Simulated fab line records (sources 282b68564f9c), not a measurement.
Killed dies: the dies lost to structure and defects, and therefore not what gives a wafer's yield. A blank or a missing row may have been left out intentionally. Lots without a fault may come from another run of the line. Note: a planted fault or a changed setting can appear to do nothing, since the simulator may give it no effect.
Problem report in the 8D (eight disciplines) form, filled by code ; flow ritCmos ; the parts of the form that need people (team, actions taken, sign-off) are left out

== 1. PROBLEM STATEMENT ==
Mean NWELL_TW at RIT_NWELL_TW_MEAS_10: 2324 over 6 wafers in 2 lots; fault-free wafers: 2134, standard deviation 12. Measured from the usual mean, that is +16 standard deviations.
First observed at day 4 12:56: wafer L370.1, on filmMetro-02. The record holds 42 wafers of 14 lots with a number at this step. By rule, "out" or "out of limits" means more than 4 standard deviations away from the usual mean. The rest of the wafers with a number are treated as sound.

== 2. WHAT IT IS AND WHAT IT IS NOT ==
question;is;is not
which readings at this step;NWELL_TW;-
which lots;L370, L372;L358, L359, L360, L361, L362, L363, L374, L375, L376, L378, L379, L381
which wafers of those lots;all that have a number;-
read on which gauges;filmMetro-02, filmMetro-03;filmMetro-04
when;from day 4 12:56;"up to then (18 sound wafers); but 18 sound wafers of L374, L375, L376, L378, L379, L381 came after"

== 3. WHAT RULES OUT EACH SUSPECT ==
Counting: a tool at any process step up to the reading remains a suspect when it ran all the lots that are out and ran no sound lot after the first of those.
- the gauge at RIT_NWELL_TW_MEAS_10 has been ruled out. The wafers that are out were read on 2 gauges (filmMetro-02, filmMetro-03).
- implanter-03 at RIT_NWELL_IMPLANT_08: kept. It ran every lot that is out, first L370 (day 4 12:36), and no sound lot after that; its last sound lot up to then is L363 (day 2 22:06). Out on those wafers are its own readings of doseIonsCm2, faradayCurrentUA.
The count leaves implanter-03 at RIT_NWELL_IMPLANT_08.

== 4. THE CAUSE (what the simulator had put in) ==
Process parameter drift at RIT_NWELL_IMPLANT_08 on implanter-03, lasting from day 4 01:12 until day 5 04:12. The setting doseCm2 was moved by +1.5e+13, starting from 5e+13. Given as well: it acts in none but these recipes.
Only this tool survived the counting.

== 5. THE CHAIN OF EFFECTS, in route order ==
Each row: a reading whose mean over the struck wafers that have a number lies more than 3 standard deviations from the usual. Only readings for which the record gives a usual standard deviation are gone through. hours: the time from each lot's start at the first step in this table that gives one to its start at this step, as a median over the lots. sigmas: the change in usual standard deviations.
hours;step;reading;usual;on struck wafers;change;sigmas
0;RIT_NWELL_IMPLANT_08;doseIonsCm2;5e+13;6e+13;+1e+13;+99 or more
0;RIT_NWELL_IMPLANT_08;faradayCurrentUA;159;207;+48;+15
0;RIT_NWELL_TW_MEAS_10;NWELL_TW;2134;2324;+190;+16
7;RIT_WELLDRIVE_RS_MEAS_01;NWELL_RS;276.0 ohm/sq;235.9;-40.1;-57
It contains these process steps:
- RIT_NWELL_IMPLANT_08

== 6. WHAT WOULD HAVE CAUGHT IT SOONER ==
Counted from the fault's start at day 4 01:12, it took 12 hours until the first out-of-limits reading at a measuring or inspecting step in this record, taken at day 4 12:56.
At RIT_NWELL_IMPLANT_08, the tool's own readings (doseIonsCm2, faradayCurrentUA) were out on each struck wafer the step has a row for, so an alarm limit on them would have fired on the first such wafer.
Among the 2 lots that are out, L372 began RIT_NWELL_IMPLANT_08 on implanter-03 after day 4 12:56. It would have been spared by a hold on the tool at that moment.
